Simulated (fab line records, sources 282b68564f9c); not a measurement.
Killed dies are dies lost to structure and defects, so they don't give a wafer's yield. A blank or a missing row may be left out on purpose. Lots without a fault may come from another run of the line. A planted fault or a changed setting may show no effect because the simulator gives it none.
Tool commonality check | flow rit_cmos | 15 lots, 45 wafers sampled

WHY IT WAS OPENED
At RIT_ACTIVE_THK_MEAS_02 the reading ACTIVE_OXIDE_THK is flagged on 3 of 15 lots. Wafers without a fault read 48.1 nm, standard deviation 0.81.
Rule: a lot is flagged when every wafer of it that has a number lies more than 4 standard deviations from that mean, or none has a number. The other lots count as sound.

lot  | measured    | on            | ACTIVE_OXIDE_THK (nm), wafer by wafer | flag
L933 | day 1 17:04 | film_metro-03 | 48.8 47.7 48.0                        |
L934 | day 1 22:03 | film_metro-02 | 47.3 46.0 47.4                        |
L935 | day 2 03:03 | film_metro-02 | 48.9 48.6 49.4                        |
L936 | day 2 08:05 | film_metro-02 | 49.2 48.5 49.2                        |
L937 | day 2 13:03 | film_metro-04 | 48.2 48.3 47.8                        |
L938 | day 2 18:03 | film_metro-04 | 46.6 46.8 47.7                        |
L939 | day 2 23:03 | film_metro-02 | 46.4 47.2 47.3                        |
L940 | day 3 04:04 | film_metro-02 | 47.9 48.2 48.3                        |
L941 | day 3 09:24 | film_metro-02 | 48.7 48.8 48.4                        |
L942 | day 3 14:03 | film_metro-04 | 47.6 48.2 47.6                        |
L943 | day 3 19:03 | film_metro-03 | 47.1 47.3 47.1                        |
L944 | day 4 02:35 | film_metro-02 | 76.1 76.8 74.8                        | FLAGGED
L945 | day 4 08:07 | film_metro-02 | 78.1 77.5 77.6                        | FLAGGED
L947 | day 4 17:10 | film_metro-04 | 79.1 78.2 78.9                        | FLAGGED
L955 | day 6 07:04 | film_metro-02 | 48.9 49.1 48.9                        |
The numbers of the flagged lots are 77.5 nm on average: +29.4 nm against the usual, or +36 standard deviations.

WHICH TOOL RAN EACH LOT
The record holds 1 process step before the reading, out of a route of 202 steps. In each cell: the tool, then ch and the chambers that the sampled wafers went through, then the start.
lot  | flag    | RIT_ACTIVE_OXIDATION_01
L933 |         | furnace-03 ch 0, day 1 15:07
L934 |         | furnace-03 ch 0, day 1 20:07
L935 |         | furnace-02 ch 0, day 2 01:07
L936 |         | furnace-03 ch 0, day 2 06:07
L937 |         | furnace-04 ch 0, day 2 11:07
L938 |         | furnace-04 ch 0, day 2 16:07
L939 |         | furnace-04 ch 0, day 2 21:07
L940 |         | furnace-03 ch 0, day 3 02:07
L941 |         | furnace-02 ch 0, day 3 07:28
L942 |         | furnace-03 ch 0, day 3 12:07
L943 |         | furnace-04 ch 0, day 3 17:07
L944 | FLAGGED | furnace-02 ch 0, day 3 22:07 and furnace-04 ch 0, day 4 00:39
L945 | FLAGGED | furnace-04 ch 0, day 4 03:07
L947 | FLAGGED | furnace-02 ch 0, day 4 13:07
L955 |         | furnace-04 ch 0, day 6 05:07
What these steps do:
- RIT_ACTIVE_OXIDATION_01: target thk 46.8 nm, ox time 3360 s.
- RIT_ACTIVE_THK_MEAS_02

FLAGGED OVER TOTAL, TOOL BY TOOL (the gauges that took the reading come last)
step                    | tool          | lots run | flagged | share of the flagged lots | sound lots run after its first flagged lot
RIT_ACTIVE_OXIDATION_01 | furnace-02    | 4        | 2       | some                      | 0
RIT_ACTIVE_OXIDATION_01 | furnace-03    | 5        | 0       | none                      | -
RIT_ACTIVE_OXIDATION_01 | furnace-04    | 7        | 2       | some                      | 1 (L955)
RIT_ACTIVE_THK_MEAS_02  | film_metro-02 | 9        | 2       | some                      | 1 (L955)
RIT_ACTIVE_THK_MEAS_02  | film_metro-03 | 2        | 0       | none                      | -
RIT_ACTIVE_THK_MEAS_02  | film_metro-04 | 4        | 1       | some                      | 0

WHAT THE TABLE ALLOWS
No row of the table ran every flagged lot.

WHAT THE SIMULATOR HAD PUT IN
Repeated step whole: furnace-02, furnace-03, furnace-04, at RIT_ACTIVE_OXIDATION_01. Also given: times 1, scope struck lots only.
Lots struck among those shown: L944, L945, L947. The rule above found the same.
